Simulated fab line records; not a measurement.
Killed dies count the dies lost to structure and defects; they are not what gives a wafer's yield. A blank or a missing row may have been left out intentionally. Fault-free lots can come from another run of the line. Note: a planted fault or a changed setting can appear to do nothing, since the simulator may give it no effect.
Comparing a struck lot with a sound one | flow rit cmos | 15 steps out of a route of 202
Sound: the wafers L458.2, L458.3, L458.6. The struck wafers were L475.2, L475.4, L475.6. Last of all comes the cause.
For every step that has rows: the tool of each side, followed by ch and its chambers, followed by its first start. Under that, the readings that differ: sound wafers | struck wafers | difference of the means | sigmas: that difference in standard deviations of wafers without a fault.
alike: words and numbers the same on both sides, and readings whose means are apart by under 2 such deviations; not compared: readings that were withheld, readings missing a value for some wafer, numbers with overlapping values and no deviation given by the record, and bounds like >300 which may hide the same value.
Wherever a step has rows on one side only, a row that says differs or no value, or a row with sigmas, the two part there. Non-overlapping numbers with no deviation appear without sigmas and do not part them. Lack of a reading on every wafer of one side parts them only where that side has two or more wafers.

RIT_SPACER_ETCHBACK_05: etches Si3N4 in SF6/CHF3, stops on SiO2, target depth 250 nm, time 240 s.
  sound on rie diel-04 ch 1,3, day 3 00:20; struck on rie diel-04 ch 0,3, day 6 23:02
  alike: CHF3_flow_sccm, drypump motor current A, oes product au, throttle valve pct
  not compared: rf hours counter h
then, 6 steps without rows for these wafers: RIT_NSD_HMDS_00 (prime time 60 s); RIT_NSD_COAT_01 (resist thk 1000 nm); RIT_NSD_SOFTBAKE_02 (time 60 s); RIT_NSD_EXPOSE_03 (exposes mask M9, target cd 40700 nm); RIT_NSD_PEB_04; RIT_NSD_DEVELOP_05 (develop time 50 s).
RIT_NSD_OVL_MEAS_06:
  sound on overlay-02 at day 3 01:42; struck on overlay-01 at day 7 00:19
  alike: NSD_OVL
then, 2 steps without rows for these wafers: RIT_NSD_HARDBAKE_07 (time 60 s); RIT_NSD_IMPLANT_08.
RIT_NSD_STRIP_09: strips in O2, time 180 s.
  sound on plasma asher-01 ch 0,1, day 3 02:02; struck on plasma asher-03 ch 0,1, day 7 00:39
  alike: drypump motor current A
  not compared: rf hours counter h
RIT_NSD_TW_MEAS_10:
  sound on film metro-01 at day 3 02:13; struck on film metro-02 at day 7 00:50
  alike: NSD_TW
RIT_PSD_HMDS_00: prime time 60 s.
  sound on litho track-01 ch 0, day 3 02:23; struck on litho track-01 ch 0, day 7 00:55
  reading          | sound                | struck               | difference | sigmas
  prime temp c (C) | 139.91 140.09 140.10 | 148.66 148.66 148.59 | +8.60      | +61
  alike: chill plate temp C, exhaust pa
then, 1 step without rows for these wafers: RIT_PSD_COAT_01 (resist thk 1000 nm).
RIT_M1_PROBE_99:
  sound on prober-02 at day 3 13:15; struck on prober-01 at day 7 11:49
  alike: killed at front end, killed dies, killed open, killed short

WHERE THEY PART
At RIT_PSD_HMDS_00 and nowhere else, as far as this record goes. Later steps at which nothing parts them and some readings are alike: RIT_M1_PROBE_99.

WHY: what the simulator had put in
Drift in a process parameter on litho track-01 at RIT_PSD_HMDS_00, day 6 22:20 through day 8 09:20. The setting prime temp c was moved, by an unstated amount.
